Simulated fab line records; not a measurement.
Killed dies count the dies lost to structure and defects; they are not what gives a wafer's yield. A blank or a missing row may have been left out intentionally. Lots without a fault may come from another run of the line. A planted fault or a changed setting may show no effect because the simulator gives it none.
Struck lot and sound lot, side by side | flow rit_cmos | 32 steps out of a route of 202
Sound: the wafers L167.2, L167.4, L167.6. Wafers L177.2, L177.3, L177.4 were the ones struck. The cause is named last.
At each step with rows: each side's tool, then ch and its chambers, then its first start. Under that, the readings that differ: sound wafers | struck wafers | difference of the means | sigmas: that difference in standard deviations of wafers without a fault.
alike: readings whose means differ by less than 2 such deviations, and words and numbers that are the same on both sides. not compared: withheld readings, readings that some wafer has no value for, bounds like >300 that may hide the same value, and numbers for which the record gives no deviation and whose values overlap.
Wherever a step has rows on one side only, a row that says differs or no value, or a row with sigmas, the two part there. Numbers that don't overlap but have no deviation are shown without sigmas and don't part them. Lack of a reading on every wafer of one side parts them only where that side has two or more wafers.

first, 2 steps without rows for these wafers: RIT_SPACER_CLEAN_02 (cleans in SC2, time 600 s); RIT_SPACER_CVD_03 (deposits Si3N4 from SiH2Cl2/NH3, target thk 250 nm, time 3300 s).
RIT_SPACER_THK_MEAS_04:
  sound: film_metro-04 at day 3 14:41; struck: film_metro-01 at day 5 13:51
  alike: SPACER_NITRIDE_THK
RIT_SPACER_ETCHBACK_05: etches Si3N4 in SF6/CHF3, stops on SiO2, target depth 250 nm, time 240 s.
  sound on rie_diel-01 ch 0,1,3, day 3 14:44; struck on rie_diel-01 ch 1,2,3, day 5 13:54
  alike: drypump_motor_current_A, oes_product_au, throttle_valve_pct
  not compared: rf_hours_counter_h
then, 6 steps without rows for these wafers: RIT_NSD_HMDS_00 (prime time 60 s); RIT_NSD_COAT_01 (resist thk 1000 nm); RIT_NSD_SOFTBAKE_02 (time 60 s); RIT_NSD_EXPOSE_03 (exposes mask M9, target cd 40700 nm); RIT_NSD_PEB_04; RIT_NSD_DEVELOP_05 (develop time 50 s).
RIT_NSD_OVL_MEAS_06:
  sound: overlay-01 at day 3 15:52; struck: overlay-02 at day 5 14:58
  alike: NSD_OVL
then, 1 step without rows for these wafers: RIT_NSD_HARDBAKE_07 (time 60 s).
RIT_NSD_IMPLANT_08:
  sound on implanter-03 ch 0, day 3 16:04; struck on implanter-02 ch 0, day 5 15:10
  reading                          | sound                   | struck                | difference | sigmas
  beam_on_s (s)                    | 9.88 9.88 10.06         | 14.10 14.39 14.29     | +4.32      | +25
  end_station_pressure_torr (Torr) | 7.7e-06 7.6e-06 8.4e-06 | 7e-06 6.6e-06 6.8e-06 | -1e-06     | -3
  faraday_current_uA               | 3176 3176 3107          | 2218 2180 2201        | -953       | -18
RIT_NSD_STRIP_09: strips in O2, time 180 s.
  sound on plasma_asher-03 ch 0,1, day 3 16:12; struck on plasma_asher-02 ch 0,1, day 5 15:18
  alike: drypump_motor_current_A
  not compared: rf_hours_counter_h
RIT_NSD_TW_MEAS_10:
  sound: film_metro-03 at day 3 16:23; struck: film_metro-04 at day 5 15:43
  reading | sound          | struck         | difference | sigmas
  NSD_TW  | 3093 3101 3083 | 3364 3344 3340 | +257       | +13
  not compared: hold
then, 5 steps without rows for these wafers: RIT_PSD_COAT_01 (resist thk 1000 nm); RIT_PSD_SOFTBAKE_02 (time 60 s); RIT_PSD_EXPOSE_03 (exposes mask M10, target cd 40900 nm); RIT_PSD_PEB_04; RIT_PSD_DEVELOP_05 (develop time 50 s).
RIT_PSD_OVL_MEAS_06:
  sound: overlay-02 at day 3 17:26; struck: overlay-01 at day 6 02:02
  alike: PSD_OVL
then, 2 steps without rows for these wafers: RIT_PSD_HARDBAKE_07 (time 60 s); RIT_PSD_IMPLANT_08.
RIT_PSD_STRIP_09: strips in O2, time 180 s.
  sound on plasma_asher-04 ch 0,1, day 3 17:46; struck on plasma_asher-04 ch 0,1, day 6 02:22
  alike: drypump_motor_current_A
  not compared: rf_hours_counter_h
RIT_PSD_TW_MEAS_10:
  sound: film_metro-04 at day 3 17:57; struck: film_metro-03 at day 6 02:33
  alike: PSD_TW
then, 3 steps without rows for these wafers: RIT_SDANNEAL_CLEAN_00 (cleans in SC1, time 600 s); RIT_SDANNEAL_CLEAN_01 (cleans in dHF, time 30 s); RIT_SDANNEAL_CLEAN_02 (cleans in SC2, time 600 s).
RIT_SDANNEAL_RTA_03: time 5 s.
  sound on rtp_anneal-01 ch 0, day 3 18:25; struck on rtp_anneal-01 ch 0, day 6 03:01
  alike: anneal_temp_c_max, wafer_temp_C_max
RIT_SDANNEAL_RS_MEAS_04: the measuring method here is four-point-probe.
  sound: film_metro-03 at day 3 18:29; struck: film_metro-03 at day 6 03:05
  alike: PSD_RS
RIT_SDANNEAL_RS_MEAS_05: the measuring method here is four-point-probe.
  sound: film_metro-03 at day 3 18:36; struck: film_metro-03 at day 6 03:29
  reading         | sound             | struck            | difference | sigmas
  NSD_RS (ohm/sq) | 84.93 84.80 85.13 | 64.54 64.40 64.29 | -20.54     | -71
  not compared: hold
RIT_M1_PROBE_99:
  the record has rows for the sound wafers here (prober-02, day 4 02:23) and none for the struck ones

WHERE THEY PART
Earliest at RIT_NSD_IMPLANT_08; latest, in this record, at RIT_M1_PROBE_99.

WHY: what the simulator had put in
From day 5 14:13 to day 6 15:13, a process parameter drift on implanter-02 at RIT_NSD_IMPLANT_08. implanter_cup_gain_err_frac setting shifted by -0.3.
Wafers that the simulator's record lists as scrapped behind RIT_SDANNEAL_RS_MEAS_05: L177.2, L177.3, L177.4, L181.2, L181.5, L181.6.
